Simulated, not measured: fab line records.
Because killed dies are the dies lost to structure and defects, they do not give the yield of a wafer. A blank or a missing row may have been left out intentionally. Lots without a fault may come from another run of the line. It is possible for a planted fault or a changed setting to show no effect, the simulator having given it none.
Which tool is to blame? || flow rit_cmos || 14 lots with 42 wafers sampled at 6 steps, on a route of 202 steps

WHAT THE GAUGES READ, wafer by wafer
RIT_ACTIVE_BOW_MEAS_00.
{"lot": "L480", "measured": "day 1 10:02", "on": "film_metro-04", "INCOMING_BOW (um)": "-14 -3 3"}
{"lot": "L481", "measured": "day 1 15:00", "on": "film_metro-01", "INCOMING_BOW (um)": "4 -6 -10"}
{"lot": "L482", "measured": "day 1 20:00", "on": "film_metro-02", "INCOMING_BOW (um)": "3 10 -7"}
{"lot": "L485", "measured": "day 2 11:00", "on": "film_metro-02", "INCOMING_BOW (um)": "0 7 2"}
{"lot": "L486", "measured": "day 2 16:00", "on": "film_metro-04", "INCOMING_BOW (um)": "1 7 11"}
{"lot": "L487", "measured": "day 2 21:00", "on": "film_metro-02", "INCOMING_BOW (um)": "-14 2 9"}
{"lot": "L488", "measured": "day 3 02:00", "on": "film_metro-01", "INCOMING_BOW (um)": "-2 -4 8"}
{"lot": "L491", "measured": "day 3 17:00", "on": "film_metro-02", "INCOMING_BOW (um)": "-7 -6 -6"}
{"lot": "L495", "measured": "day 4 13:00", "on": "film_metro-01", "INCOMING_BOW (um)": "10 12 0"}
{"lot": "L497", "measured": "day 4 23:00", "on": "film_metro-01", "INCOMING_BOW (um)": "10 -2 18"}
{"lot": "L499", "measured": "day 5 09:00", "on": "film_metro-01", "INCOMING_BOW (um)": "2 -2 3"}
{"lot": "L500", "measured": "day 5 14:01", "on": "film_metro-02", "INCOMING_BOW (um)": "5 3 -4"}
{"lot": "L502", "measured": "day 6 00:02", "on": "film_metro-04", "INCOMING_BOW (um)": "-3 2 -2"}
{"lot": "L503", "measured": "day 6 05:00", "on": "film_metro-02", "INCOMING_BOW (um)": "-8 -5 -9"}

RIT_FOX2_THK_MEAS_01.
{"lot": "L480", "measured": "day 2 00:50", "on": "film_metro-04", "FOX2_OXIDE_THK (nm)": "354 350 356"}
{"lot": "L481", "measured": "day 2 05:37", "on": "film_metro-03", "FOX2_OXIDE_THK (nm)": "344 353 353"}
{"lot": "L482", "measured": "day 2 11:31", "on": "film_metro-04", "FOX2_OXIDE_THK (nm)": "358 356 356"}
{"lot": "L485", "measured": "day 2 22:59", "on": "film_metro-02", "FOX2_OXIDE_THK (nm)": "354 354 348"}
{"lot": "L486", "measured": "day 3 06:28", "on": "film_metro-03", "FOX2_OXIDE_THK (nm)": "347 353 354"}
{"lot": "L487", "measured": "day 3 10:43", "on": "film_metro-03", "FOX2_OXIDE_THK (nm)": "357 365 359"}
{"lot": "L488", "measured": "day 3 14:07", "on": "film_metro-03", "FOX2_OXIDE_THK (nm)": "439 442 444"}
{"lot": "L491", "measured": "day 4 04:11", "on": "film_metro-02", "FOX2_OXIDE_THK (nm)": "336 339 334"}
{"lot": "L495", "measured": "day 4 23:36", "on": "film_metro-02", "FOX2_OXIDE_THK (nm)": "445 444 439"}
{"lot": "L497", "measured": "day 5 10:11", "on": "film_metro-04", "FOX2_OXIDE_THK (nm)": "352 352 355"}
{"lot": "L499", "measured": "day 6 00:40", "on": "film_metro-03", "FOX2_OXIDE_THK (nm)": "341 340 344"}
{"lot": "L500", "measured": "day 6 04:11", "on": "film_metro-02", "FOX2_OXIDE_THK (nm)": "341 344 346"}
{"lot": "L502", "measured": "day 6 11:40", "on": "film_metro-04", "FOX2_OXIDE_THK (nm)": "339 344 339"}
{"lot": "L503", "measured": "day 6 18:45", "on": "film_metro-02", "FOX2_OXIDE_THK (nm)": "348 345 352"}

RIT_FOX2_THK_MEAS_90.
{"lot": "L480", "measured": "day 2 01:46", "on": "film_metro-02", "FIELD_OXIDE_LEFT_1_THK (nm)": "327 323 329"}
{"lot": "L481", "measured": "day 2 06:30", "on": "film_metro-02", "FIELD_OXIDE_LEFT_1_THK (nm)": "317 326 326"}
{"lot": "L482", "measured": "day 2 12:23", "on": "film_metro-03", "FIELD_OXIDE_LEFT_1_THK (nm)": "330 328 329"}
{"lot": "L485", "measured": "day 2 23:52", "on": "film_metro-03", "FIELD_OXIDE_LEFT_1_THK (nm)": "326 327 321"}
{"lot": "L486", "measured": "day 3 07:20", "on": "film_metro-03", "FIELD_OXIDE_LEFT_1_THK (nm)": "320 325 327"}
{"lot": "L487", "measured": "day 3 11:36", "on": "film_metro-03", "FIELD_OXIDE_LEFT_1_THK (nm)": "330 338 332"}
{"lot": "L488", "measured": "day 3 14:59", "on": "film_metro-03", "FIELD_OXIDE_LEFT_1_THK (nm)": "412 415 417"}
{"lot": "L491", "measured": "day 4 05:04", "on": "film_metro-02", "FIELD_OXIDE_LEFT_1_THK (nm)": "308 312 307"}
{"lot": "L495", "measured": "day 5 00:29", "on": "film_metro-02", "FIELD_OXIDE_LEFT_1_THK (nm)": "417 416 411"}
{"lot": "L497", "measured": "day 5 11:04", "on": "film_metro-04", "FIELD_OXIDE_LEFT_1_THK (nm)": "324 325 327"}
{"lot": "L499", "measured": "day 6 01:33", "on": "film_metro-03", "FIELD_OXIDE_LEFT_1_THK (nm)": "314 313 317"}
{"lot": "L500", "measured": "day 6 05:04", "on": "film_metro-04", "FIELD_OXIDE_LEFT_1_THK (nm)": "313 317 319"}
{"lot": "L502", "measured": "day 6 12:32", "on": "film_metro-03", "FIELD_OXIDE_LEFT_1_THK (nm)": "312 316 312"}
{"lot": "L503", "measured": "day 6 19:38", "on": "film_metro-04", "FIELD_OXIDE_LEFT_1_THK (nm)": "320 318 324"}

RIT_FOX2_THK_MEAS_91.
{"lot": "L480", "measured": "day 2 15:05", "on": "film_metro-03", "FIELD_OXIDE_LEFT_2_THK (nm)": "260 256 262"}
{"lot": "L481", "measured": "day 2 20:49", "on": "film_metro-04", "FIELD_OXIDE_LEFT_2_THK (nm)": "249 258 257"}
{"lot": "L482", "measured": "day 3 01:59", "on": "film_metro-03", "FIELD_OXIDE_LEFT_2_THK (nm)": "262 260 261"}
{"lot": "L485", "measured": "day 3 14:18", "on": "film_metro-03", "FIELD_OXIDE_LEFT_2_THK (nm)": "259 259 253"}
{"lot": "L486", "measured": "day 3 19:49", "on": "film_metro-02", "FIELD_OXIDE_LEFT_2_THK (nm)": "252 258 259"}
{"lot": "L487", "measured": "day 4 02:16", "on": "film_metro-03", "FIELD_OXIDE_LEFT_2_THK (nm)": "261 269 263"}
{"lot": "L488", "measured": "day 4 06:12", "on": "film_metro-04", "FIELD_OXIDE_LEFT_2_THK (nm)": "344 347 349"}
{"lot": "L491", "measured": "day 4 19:58", "on": "film_metro-04", "FIELD_OXIDE_LEFT_2_THK (nm)": "240 242 238"}
{"lot": "L495", "measured": "day 5 12:55", "on": "film_metro-04", "FIELD_OXIDE_LEFT_2_THK (nm)": "349 349 343"}
{"lot": "L497", "measured": "day 6 03:26", "on": "film_metro-03", "FIELD_OXIDE_LEFT_2_THK (nm)": "257 257 260"}
{"lot": "L499", "measured": "day 6 14:17", "on": "film_metro-02", "FIELD_OXIDE_LEFT_2_THK (nm)": "245 244 248"}
{"lot": "L500", "measured": "day 6 17:39", "on": "film_metro-04", "FIELD_OXIDE_LEFT_2_THK (nm)": "244 249 251"}
{"lot": "L502", "measured": "day 7 01:09", "on": "film_metro-03", "FIELD_OXIDE_LEFT_2_THK (nm)": "243 249 244"}
{"lot": "L503", "measured": "day 7 09:53", "on": "film_metro-03", "FIELD_OXIDE_LEFT_2_THK (nm)": "252 249 255"}

RIT_GATE_THK_MEAS_07.
{"lot": "L480", "measured": "day 2 19:10", "on": "film_metro-03", "GATE_OXIDE_THK (nm)": "3.01 3.08 3.04"}
{"lot": "L481", "measured": "day 3 01:13", "on": "film_metro-04", "GATE_OXIDE_THK (nm)": "3.04 2.93 2.91"}
{"lot": "L482", "measured": "day 3 09:16", "on": "film_metro-03", "GATE_OXIDE_THK (nm)": "3.07 3.11 2.96"}
{"lot": "L485", "measured": "day 3 20:46", "on": "film_metro-03", "GATE_OXIDE_THK (nm)": "3.07 3.01 3.04"}
{"lot": "L486", "measured": "day 3 23:47", "on": "film_metro-03", "GATE_OXIDE_THK (nm)": "2.93 2.97 2.95"}
{"lot": "L487", "measured": "day 4 04:18", "on": "film_metro-04", "GATE_OXIDE_THK (nm)": "2.94 2.98 3.01"}
{"lot": "L488", "measured": "day 4 11:19", "on": "film_metro-03", "GATE_OXIDE_THK (nm)": "2.79 2.84 2.87"}
{"lot": "L491", "measured": "day 5 00:10", "on": "film_metro-04", "GATE_OXIDE_THK (nm)": "2.87 2.87 2.85"}
{"lot": "L495", "measured": "day 5 20:49", "on": "film_metro-04", "GATE_OXIDE_THK (nm)": "2.90 2.91 2.98"}
{"lot": "L497", "measured": "day 6 06:04", "on": "film_metro-02", "GATE_OXIDE_THK (nm)": "2.98 2.98 3.04"}
{"lot": "L499", "measured": "day 6 15:49", "on": "film_metro-03", "GATE_OXIDE_THK (nm)": "3.16 3.09 3.16"}
{"lot": "L500", "measured": "day 6 20:25", "on": "film_metro-02", "GATE_OXIDE_THK (nm)": "3.00 3.08 3.08"}
{"lot": "L502", "measured": "day 7 06:05", "on": "film_metro-04", "GATE_OXIDE_THK (nm)": "2.95 2.95 3.01"}
{"lot": "L503", "measured": "day 7 13:48", "on": "film_metro-02", "GATE_OXIDE_THK (nm)": "3.10 3.06 3.04"}

EACH LOT AND THE TOOL THAT RAN IT (in order: tool; ch and the chambers of the sampled wafers; start)
{"lot": "L480", "RIT_FOX2_OXIDATION_00": "furnace-04 ch 0, day 1 23:30"}
{"lot": "L481", "RIT_FOX2_OXIDATION_00": "furnace-04 ch 0, day 2 04:19"}
{"lot": "L482", "RIT_FOX2_OXIDATION_00": "furnace-04 ch 0, day 2 10:11"}
{"lot": "L485", "RIT_FOX2_OXIDATION_00": "furnace-04 ch 0, day 2 21:40"}
{"lot": "L486", "RIT_FOX2_OXIDATION_00": "furnace-04 ch 0, day 3 05:09"}
{"lot": "L487", "RIT_FOX2_OXIDATION_00": "furnace-01 ch 0, day 3 09:25"}
{"lot": "L488", "RIT_FOX2_OXIDATION_00": "furnace-04 ch 0, day 3 12:47"}
{"lot": "L491", "RIT_FOX2_OXIDATION_00": "furnace-01 ch 0, day 4 02:53"}
{"lot": "L495", "RIT_FOX2_OXIDATION_00": "furnace-04 ch 0, day 4 22:17"}
{"lot": "L497", "RIT_FOX2_OXIDATION_00": "furnace-03 ch 0, day 5 08:53"}
{"lot": "L499", "RIT_FOX2_OXIDATION_00": "furnace-03 ch 0, day 5 23:22"}
{"lot": "L500", "RIT_FOX2_OXIDATION_00": "furnace-03 ch 0, day 6 02:52"}
{"lot": "L502", "RIT_FOX2_OXIDATION_00": "furnace-03 ch 0, day 6 10:20"}
{"lot": "L503", "RIT_FOX2_OXIDATION_00": "furnace-03 ch 0, day 6 17:26"}
- RIT_FOX2_OXIDATION_00: target thk 350.7 nm, ox time 1130 s.

AS READ BY THE TOOLS THEMSELVES (means over the sampled wafers that have a number; for cases with no such wafer, the mark the record gives instead)
The record holds no such reading with a usual standard deviation.

THE ANSWER, worked out from the rows above alone
Rule: the usual values come from the lots themselves. The widest of any qualifying gaps counts: lots, ordered by their means at a reading, are off when they make up no more than a third of the lots, leave a main group of 4 or more, and stand apart from it by 3 or more times the standard deviation of that group's means. A main group whose means are all the same, to the digits that the tables above print for the reading, isn't used. A lot without any number at a reading at which 4 lots or more have one is off too. All remaining lots with rows at the step are treated as sound. After the gauges, taken in route order, come the tools' own readings; for these a lot's mean is taken, as printed above. At the first step where some lot is off, the reading lying furthest off is the one used; lots without a number count as furthest.
Off: L488, L495, seen at RIT_FOX2_THK_MEAS_01 (FOX2_OXIDE_THK). For the main group the mean is 349 nm and the standard deviation 6.8.
A tool fits if, at a process step before that reading, it ran every lot that is off, and no sound lot after the first of them. The gauges at RIT_FOX2_THK_MEAS_01 aren't tried: what is off there is off at RIT_FOX2_THK_MEAS_91 too, on other tools, and a gauge's error can't cause that. One fits: RIT_FOX2_OXIDATION_00 on furnace-04. Its last sound lot is L486 (day 3 05:09), its first lot that is off L488 (day 3 12:47): a fault that began between those two fits.

WHAT HAD BEEN PUT IN BY THE SIMULATOR
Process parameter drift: furnace-04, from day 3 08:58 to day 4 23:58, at RIT_FOX2_OXIDATION_00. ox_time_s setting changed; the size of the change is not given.
Lots struck among those shown: L488, L495. The rule given above showed the same thing.
